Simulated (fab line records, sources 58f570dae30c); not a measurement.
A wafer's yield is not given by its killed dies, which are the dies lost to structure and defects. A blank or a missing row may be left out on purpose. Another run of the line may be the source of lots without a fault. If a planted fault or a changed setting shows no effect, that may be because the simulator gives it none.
Comparing a struck lot with a sound one / flow berkeley cmos170 / 44 out of 331 route steps
Sound: these wafers, L349.4, L349.5, L349.6. Struck: wafers L365.2, L365.5, L365.6. Last of all comes the cause.
Order at every step that has rows: each side's tool, ch and its chambers, its first start. Under that, the readings that differ: sound wafers / struck wafers / difference of the means / sigmas: that difference in standard deviations of wafers without a fault.
alike: readings whose means differ by less than 2 such deviations, and words and numbers that are the same on both sides. not compared: withheld readings, readings that some wafer has no value for, bounds like >300 that may hide the same value, and numbers for which the record gives no deviation and whose values overlap.
The two part at a step that has a row with sigmas, a row that says differs or no value, or rows on one side only. Non-overlapping numbers with no deviation appear without sigmas and do not part them. Lack of a reading on every wafer of one side parts them only where that side has two or more wafers.

first, 6 steps without rows for these wafers: UCB170_V1_HMDS_06 (prime time 60 s); UCB170_V1_COAT_07 (resist thk 900 nm); UCB170_V1_SOFTBAKE_08 (time 60 s); UCB170_V1_EXPOSE_09 (exposes mask VIA1, target cd 700 nm); UCB170_V1_PEB_10; UCB170_V1_DEVELOP_11 (develop time 45 s).
UCB170_V1_CD_MEAS_12: the cd target is 700 nm.
  sound on cd sem-01 at day 8 00:04; struck on cd sem-01 at day 12 01:09
  alike: cd nm
UCB170_V1_OVL_MEAS_13:
  sound on overlay-02 at day 8 00:09; struck on overlay-01 at day 12 01:15
  alike: V1_OVL
then, 2 steps without rows for these wafers: UCB170_V1_ETCH_14 (etches SiO2 in CHF3/CF4/Ar, stops on Al, target depth 1250 nm, time 291 s); UCB170_V1_STRIP_15 (strips in O2).
UCB170_V1_CD_MEAS_90: the cd target is 700 nm.
  sound on cd sem-01 at day 8 00:31; struck on cd sem-02 at day 12 01:35
  alike: cd nm
then, 1 step without rows for these wafers: UCB170_M2_PRE_CLEAN_00 (preclean etch time 60 s).
UCB170_M2_SPUTTER_01: material Al, target thk 900 nm, time 120 s.
  sound on pvd sputter-02 at day 8 00:38; struck on pvd sputter-02 at day 12 01:45
reading=model.Al_of_M2_SPUTTER_01.thk nm (nm); sound=898.3 893.5 903.7; struck=1088 1072 1077; difference=+180; sigmas=
  alike: chamber pressure pa, throttle valve pct
UCB170_M2_RS_MEAS_02: the measuring method here is four-point-probe.
  sound on film metro-02 at day 8 00:47; struck on film metro-01 at day 12 01:51
reading=M2_AL_RS (ohm/sq); sound=0.03223 0.03249 0.03199; struck=0.02651 0.02693 0.02681; difference=-0.00549; sigmas=-20
UCB170_M2_THK_MEAS_03: measures by xrf.
  sound on film metro-02 at day 8 00:52; struck on film metro-01 at day 12 01:58
reading=M2_AL_THK (nm); sound=884 874 887; struck=1079 1062 1069; difference=+188; sigmas=+22
then, 3 steps without rows for these wafers: UCB170_M2_HMDS_04 (prime time 60 s); UCB170_M2_COAT_05 (resist thk 900 nm); UCB170_M2_SOFTBAKE_06 (time 60 s).
UCB170_M2_STRIP_07: strips in O2.
  sound on plasma asher-03 ch 0,1, day 8 01:23; struck on plasma asher-04 ch 0,1, day 12 03:08
  alike: drypump motor current A, oes product au, strip time to endpoint s
  not compared: rf hours counter h
then, 7 steps without rows for these wafers: UCB170_M2_STRIP_08 (strips KrF in DMSO, time 600 s); UCB170_M2_COAT_09; UCB170_M2_COAT_10 (resist thk 900 nm); UCB170_M2_SOFTBAKE_11 (time 60 s); UCB170_M2_EXPOSE_12 (exposes mask METAL2, target cd 700 nm); UCB170_M2_PEB_13; UCB170_M2_DEVELOP_14 (develop time 45 s).
UCB170_M2_CD_MEAS_15: the cd target is 700 nm.
  sound on cd sem-01 at day 8 02:39; struck on cd sem-02 at day 12 04:58
  alike: cd nm
UCB170_M2_OVL_MEAS_16:
  sound on overlay-01 at day 8 02:44; struck on overlay-02 at day 12 05:05
  alike: M2_OVL
UCB170_M2_ETCH_17: etches BARC in N2/H2.
  sound on rie diel-04 ch 1,2,3, day 8 02:45; struck on rie diel-02 ch 1,3, day 12 05:07
  alike: drypump motor current A, h2 flow sccm, oes product au, throttle valve pct
UCB170_M2_METAL_ETCH_18: etches Al in Cl2/BCl3, stops on SiO2, target depth 1170 nm, time 195 s.
  sound on rie metal-04 ch 0,1, day 8 02:51; struck on rie metal-03 ch 0,1, day 12 05:09
reading=oes product au (a.u.); sound=0.867 0.852 0.862; struck=0.949 0.943 0.932; difference=+0.081; sigmas=+6
  alike: drypump motor current A, throttle valve pct
  not compared: rf hours counter h
UCB170_M2_STRIP_19: strips in O2.
  sound on plasma asher-03 ch 0,1, day 8 03:01; struck on plasma asher-04 ch 0,1, day 12 05:20
reading=oes product au (a.u.); sound=0.531 0.516 0.536; struck=0.559 0.560 0.553; difference=+0.030; sigmas=+2
  alike: drypump motor current A
  not compared: rf hours counter h
UCB170_M2_CD_MEAS_90: the cd target is 700 nm.
  sound on cd sem-01 at day 8 03:08; struck on cd sem-02 at day 12 05:28
  alike: cd nm
UCB170_V2_CVD_00: deposits SiO2 from TEOS/O2, target thk 2000 nm, time 250 s.
  sound on pecvd-01 ch 0,1,2, day 8 03:16; struck on pecvd-04 ch 0,1,2, day 12 05:34
  alike: heater power w
UCB170_V2_THK_MEAS_01:
  sound on film metro-03 at day 8 03:23; struck on film metro-01 at day 12 05:43
  alike: V2_TEOS_THK
UCB170_V2_CMP_02: polishes SiO2.
  sound on cmp-02 ch 1,2, day 8 03:28; struck on cmp-01 ch 0,1, day 12 05:46
  alike: motor current A
UCB170_V2_BOW_MEAS_03:
  sound on film metro-03 at day 8 03:46; struck on film metro-03 at day 12 06:05
  alike: V2_BOW
UCB170_V2_THK_MEAS_04:
  sound on film metro-03 at day 8 03:52; struck on film metro-03 at day 12 06:12
  alike: V2_POLISHED_THK
then, 5 steps without rows for these wafers: UCB170_V2_CLEAN_05 (cleans in DIW); UCB170_V2_HMDS_06 (prime time 60 s); UCB170_V2_COAT_07 (resist thk 900 nm); UCB170_V2_SOFTBAKE_08 (time 60 s); UCB170_V2_EXPOSE_09 (exposes mask VIA2, target cd 700 nm).
UCB170_V2_ETCH_14: etches SiO2 in CHF3/CF4/Ar, stops on Al, target depth 1250 nm, time 291 s.
  sound on rie diel-03 ch 0,1,2, day 8 05:15; struck on rie diel-01 ch 0,3, day 12 07:25
reading=drypump motor current A (A); sound=5.3 5.7 5.1; struck=6.8 6.0 6.8; difference=+1.2; sigmas=+2
reading=model.Al_of_M2_SPUTTER_01.thk nm (nm); sound=898 893.5 903.7; struck=1088 1072 1077; difference=+181; sigmas=
  alike: CHF3_flow_sccm, oes product au, throttle valve pct
  not compared: rf hours counter h
UCB170_M3_PROBE_99:
  sound on prober-01 at day 8 08:39; struck on prober-02 at day 12 10:44
  not compared: model.etest.antenna m2.vt shift v

== WHERE THEY PART ==
Earliest at UCB170_M2_RS_MEAS_02; latest, in this record, at UCB170_V2_ETCH_14.

WHY: whatever the simulator had introduced
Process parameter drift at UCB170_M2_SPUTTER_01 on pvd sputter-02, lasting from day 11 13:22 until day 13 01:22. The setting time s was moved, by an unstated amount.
